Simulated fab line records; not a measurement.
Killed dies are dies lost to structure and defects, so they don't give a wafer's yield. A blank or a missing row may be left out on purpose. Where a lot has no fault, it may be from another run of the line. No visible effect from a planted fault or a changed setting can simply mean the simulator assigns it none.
Check for tools in common ; flow berkeley cmos170 ; Sample size 15 lots and 45 wafers

## WHY THIS WAS OPENED
3 of 15 lots carry a flag on the reading PVT_TW at UCB170_PVT_TW_MEAS_09. Wafers without a fault read 509, standard deviation 3.2.
Rule: a lot is flagged in two cases, either no wafer of it has a number, or all its wafers with numbers fall more than 4 standard deviations from that mean. The other lots count as sound.

lot;measured;on;PVT_TW, wafer by wafer;flag
L461;day 5 17:43;film metro-02;513 515 511;
L462;day 5 18:17;film metro-04;509 510 508;
L463;day 5 18:19;film metro-02;514 511 512;
L465;day 6 10:23;film metro-04;504 506 507;
L466;day 6 10:41;film metro-02;509 509 511;
L468;day 6 17:49;film metro-04;507 504 506;
L467;day 6 18:11;film metro-03;508 508 509;
L469;day 7 10:58;film metro-03;512 509 515;
L471;day 7 20:12;film metro-02;513 512 515;
L472;day 8 03:33;film metro-04;506 505 507;
L477;day 8 15:04;film metro-04;628 622 624;FLAGGED
L475;day 8 15:16;film metro-04;630 629 628;FLAGGED
L483;day 10 09:21;film metro-03;510 511 510;
L480;day 10 11:04;film metro-03;633 632 633;FLAGGED
L484;day 10 16:25;film metro-04;505 505 507;
The numbers of the flagged lots are 629 on average: +120 against the usual, or +37 standard deviations.

## TOOL THAT RAN EACH LOT
Before the reading, the record contains 3 process steps out of a 331-step route. Each cell gives the tool, then ch followed by the chambers the sampled wafers passed through, then the start.
lot;flag;UCB170_ACTIVE_ETCH_15;UCB170_PFIELD_STRIP_08;UCB170_PVT_IMPLANT_07
L461;;rie diel-01 ch 1,2,3, day 4 12:01;plasma asher-02 ch 1, day 4 13:40;implanter-04 ch 0, day 5 17:29
L462;;rie diel-01 ch 0,2, day 4 12:25;plasma asher-02 ch 0,1, day 4 14:17;implanter-02 ch 0, day 5 18:02
L463;;rie diel-03 ch 0,2, day 4 12:18;plasma asher-01 ch 0,1, day 4 14:00;implanter-01 ch 0, day 5 18:05
L465;;rie diel-01 ch 0,3, day 5 01:16;plasma asher-02 ch 0,1, day 5 02:53;implanter-02 ch 0, day 6 10:08
L466;;rie diel-03 ch 0,1,3, day 5 01:29;plasma asher-01 ch 0,1, day 5 03:38;implanter-04 ch 0, day 6 10:28
L468;;rie diel-01 ch 0,2, day 5 07:10;plasma asher-01 ch 0,1, day 5 09:10;implanter-02 ch 0, day 6 17:35
L467;;rie diel-02 ch 0,1,2, day 5 06:53;plasma asher-03 ch 0,1, day 5 09:06;implanter-01 ch 0, day 6 17:56
L469;;rie diel-03 ch 0,1, day 5 13:05;plasma asher-01 ch 0,1, day 5 15:44;implanter-02 ch 0, day 7 10:44
L471;;rie diel-02 ch 0,2,3, day 6 04:11;plasma asher-03 ch 0,1, day 6 06:10;implanter-02 ch 0, day 7 19:58
L472;;rie diel-01 ch 0,1, day 6 13:16;plasma asher-03 ch 0,1, day 6 15:55;implanter-01 ch 0, day 8 03:18
L477;FLAGGED;rie diel-03 ch 0,1,2, day 7 07:06;plasma asher-01 ch 0,1, day 7 10:06;implanter-02 ch 0, day 8 14:13
L475;FLAGGED;rie diel-02 ch 0,1, day 7 07:00;plasma asher-02 ch 0,1, day 7 09:51;implanter-01 ch 0, day 8 14:26
L483;;rie diel-03 ch 2,3, day 9 04:25;plasma asher-01 ch 0,1, day 9 06:59;implanter-04 ch 0, day 10 09:07
L480;FLAGGED;rie diel-03 ch 0,2, day 9 04:34;plasma asher-02 ch 1, day 9 06:43;implanter-04 ch 0, day 10 10:31
L484;;rie diel-03 ch 1,2,3, day 9 12:55;plasma asher-01 ch 0,1, day 9 16:19;implanter-01 ch 0, day 10 16:10
What these steps do:
- UCB170_ACTIVE_ETCH_15: etches Si3N4 in CH3F/Ar/O2, stops on SiO2, target depth 242 nm, time 151 s.
- UCB170_PFIELD_STRIP_08: strips in O2.
- UCB170_PVT_IMPLANT_07
- UCB170_PVT_TW_MEAS_09

## FLAGGED AGAINST TOTAL, ONE TOOL AT A TIME (gauges that did the reading follow at the end)
step;tool;lots run;flagged;share of the flagged lots;sound lots run after its first flagged lot
UCB170_ACTIVE_ETCH_15;rie diel-01;5;0;none;-
UCB170_ACTIVE_ETCH_15;rie diel-02;3;1;some;0
UCB170_ACTIVE_ETCH_15;rie diel-03;7;2;some;2 (L483,L484)
UCB170_PFIELD_STRIP_08;plasma asher-01;7;1;some;2 (L483,L484)
UCB170_PFIELD_STRIP_08;plasma asher-02;5;2;some;0
UCB170_PFIELD_STRIP_08;plasma asher-03;3;0;none;-
UCB170_PVT_IMPLANT_07;implanter-01;5;1;some;1 (L484)
UCB170_PVT_IMPLANT_07;implanter-02;6;1;some;0
UCB170_PVT_IMPLANT_07;implanter-04;4;1;some;0
UCB170_PVT_TW_MEAS_09;film metro-02;4;0;none;-
UCB170_PVT_TW_MEAS_09;film metro-03;4;1;some;0
UCB170_PVT_TW_MEAS_09;film metro-04;7;2;some;1 (L484)

## WHAT IS ALLOWED BY THE TABLE
No row of the table ran every flagged lot.

## WHAT THE SIMULATOR HAD PUT IN
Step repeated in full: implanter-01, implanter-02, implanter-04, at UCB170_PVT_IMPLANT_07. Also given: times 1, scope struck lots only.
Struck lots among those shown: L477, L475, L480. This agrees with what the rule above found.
